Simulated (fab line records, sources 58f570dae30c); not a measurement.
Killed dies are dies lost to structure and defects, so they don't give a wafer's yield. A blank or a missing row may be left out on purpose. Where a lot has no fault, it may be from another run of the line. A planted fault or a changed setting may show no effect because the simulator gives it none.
8D (eight disciplines) problem report, filled in by code | flow berkeley cmos170 | the parts of the form that need people (team, actions taken, sign-off) are left out

1. THE PROBLEM
rf fwd power W at UCB170_SPACER_ETCHBACK_03 reads a mean of 418.2 W on 3 wafers of 2 lots; wafers without a fault read 497.0 W with a standard deviation of 1.6. Measured from the usual mean, that is -49 standard deviations.
The step: etches SiO2 in CHF3/CF4/Ar, stops on Si, target depth 376 nm, time 100 s.
Earliest sighting: wafer L321.3 on rie diel-02 at day 10 05:11. At this step, 30 wafers from 10 lots have a number in the record. Rule for "out", or "out of limits": more than 4 standard deviations from the usual mean. Any other wafer with a number is counted as sound.

2. WHAT THIS IS AND IS NOT
question                    | is                     | is not
which readings at this step | rf fwd power W         | throttle valve pct
which lots                  | L321, L325             | L313, L326, L328, L329, L331, L332, L333, L335
which wafers of those lots  | L321.3, L325.4, L325.5 | L321.1, L321.4, L325.6
read on which tools         | rie diel-02            | rie diel-01, rie diel-03
when                        | from day 10 05:11      | up to then (5 sound wafers); but 22 sound wafers of L325, L326, L328, L329, L331, L332, L333, L335 came after

3. SUSPECTS, AND WHAT RULES EACH OUT
Counting: any tool at a process step up to the reading remains a suspect provided it ran every lot that is out. Sound lots after the first of them don't rule it out here, since some wafers of a struck lot are sound.
- rie diel-02 at UCB170_SPACER_ETCHBACK_03 (etches SiO2 in CHF3/CF4/Ar, stops on Si, target depth 376 nm, time 100 s): kept. Ran every lot that is out, first one L321 (day 10 05:11); last sound lot up to then L313 (day 8 09:04). Out on those wafers are its own readings of rf fwd power W.
- rie diel-02, UCB170_SPACER_ETCHBACK_03: wafers that are out in chamber 0, sound lot-mates in chambers 1, 3.
After counting, what remains is rie diel-02 at UCB170_SPACER_ETCHBACK_03.

4. THE CAUSE (what the simulator had put in)
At UCB170_SPACER_ETCHBACK_03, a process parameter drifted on rie diel-02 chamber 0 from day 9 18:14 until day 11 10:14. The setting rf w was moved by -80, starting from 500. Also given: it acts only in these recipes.
The count eliminated every tool but this one.

5. THE CHAIN OF EFFECTS, in route order
Each row: a reading whose mean over the struck wafers that have a number lies more than 3 standard deviations from the usual. Scope: only readings with a usual standard deviation given in the record; hours: median across lots of the time from each lot's start at the first step in this table that gives one to its start at this step; sigmas: change in usual standard deviations.
hours | step                      | reading        | usual   | on struck wafers | change | sigmas
0     | UCB170_SPACER_ETCHBACK_03 | rf fwd power W | 497.0 W | 418.2            | -78.8  | -49
It contains these process steps:
- UCB170_SPACER_ETCHBACK_03: etches SiO2 in CHF3/CF4/Ar, stops on Si, target depth 376 nm, time 100 s.

6. HOW IT WOULD HAVE BEEN CAUGHT EARLIER
In this record no reading fell out of limits until day 10 05:11, 11 hours after the fault had begun at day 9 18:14.
